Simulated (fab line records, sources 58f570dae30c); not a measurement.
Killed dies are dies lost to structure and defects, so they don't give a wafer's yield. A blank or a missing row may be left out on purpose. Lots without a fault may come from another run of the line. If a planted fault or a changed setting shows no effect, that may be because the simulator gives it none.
One fault seen from 2 desks    flow berkeley cmos170    numbers are kept per desk, each desk with only its own; the story behind them comes last

== AT THE TOOL OWNER'S DESK: implanter-04 ==
UCB170_NWELL_IMPLANT_14, tool's own readings: per-lot mean of the sampled wafers with a number, covering each lot this tool ran. Any lot whose mean is over 4 standard deviations away from the usual mean is out of limits and marked OUT; that distance is given in the brackets.
Columns: A = beam energy keV at UCB170_NWELL_IMPLANT_14, usual 150.02; B = dose ions cm2 at UCB170_NWELL_IMPLANT_14, usual 1.0002e+13; C = faraday current uA at UCB170_NWELL_IMPLANT_14, usual 31.7
lot   first seen here  A       B                             C
L843  day 3 00:44      150.02  1.0006e+13                    31.9
L844  day 3 11:14      150.04  9.9973e+12                    31.8
L845  day 3 15:46      149.97  1.0002e+13                    31.9
L850  day 4 15:59      149.96  8.7300e+12 (-99 or more) OUT  28.2 (-5.8) OUT
L852  day 4 18:41      150.00  8.7413e+12 (-99 or more) OUT  27.2 (-7.4) OUT
L854  day 5 07:20      150.05  8.7393e+12 (-99 or more) OUT  26.9 (-7.9) OUT
This desk finds L850, L852, L854 out of limits, L850 being first, at day 4 15:59 (dose ions cm2 at UCB170_NWELL_IMPLANT_14). Within limits: L843, L844, L845.

== METROLOGY DESK ==
Lot by lot, what the gauges showed, no matter which tool ran the lot: averages of those sampled wafers that carry a number. Any lot whose mean is over 4 standard deviations away from the usual mean is out of limits and marked OUT; that distance is given in the brackets.
Columns: A = NWELL_TW at UCB170_NWELL_TW_MEAS_16, usual 1248; B = cd nm at UCB170_ACTIVE_CD_MEAS_13, usual 1199.8 nm; C = FIELD_OXIDE_LEFT_1_THK at UCB170_FIELD_THK_MEAS_90, usual 444 nm
lot   first seen here  A                B       C
L840  day 2 11:49      1236             1198.7  440
L843  day 3 00:57      1241             1198.0  468
L842  day 3 01:06      1244             1199.8  444
L841  day 3 01:07      1252             1199.6  449
L844  day 3 11:29      1251             1200.1  450
L845  day 3 16:01      1257             1200.9  445
L851  day 4 16:02      1258             1202.1  438
L850  day 4 16:14      1199 (-4.1) OUT  1199.4  427
L852  day 4 18:56      1177 (-5.9) OUT  1199.6  445
L854  day 5 07:35      1192 (-4.6) OUT  1197.4  446
L856  day 5 15:27      1243             1200.2  448
L857  day 5 20:51      1242             1198.2  450
L859  day 6 13:32      1236             1201.2  447
L861  day 7 01:07      1270             1201.6  445
L863  day 7 03:05      1271             1199.4  448
This desk finds L850, L852, L854 out of limits, with the earliest case on L850 at day 4 16:14 (NWELL_TW at UCB170_NWELL_TW_MEAS_16). Within limits: L840, L843, L842, L841, L844, L845, L851, L856, L857, L859, L861, L863.

== ALL TOGETHER ==
The tool owner's desk had the chance to raise an alarm at day 4 15:59 on L850, L852, L854.
At day 4 16:14 the metrology desk could have sounded an alarm, on L850, L852, L854.
Every lot named ran UCB170_NWELL_IMPLANT_14 on implanter-04.

== WHAT HAD BEEN PUT IN BY THE SIMULATOR ==
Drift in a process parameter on implanter-04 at UCB170_NWELL_IMPLANT_14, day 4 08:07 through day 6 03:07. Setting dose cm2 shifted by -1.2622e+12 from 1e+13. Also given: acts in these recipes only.
Struck lots among those shown: L850, L852, L854.
Fault start to first reading out of limits, in hours, per desk: tool owner, 8; metrology, 8.
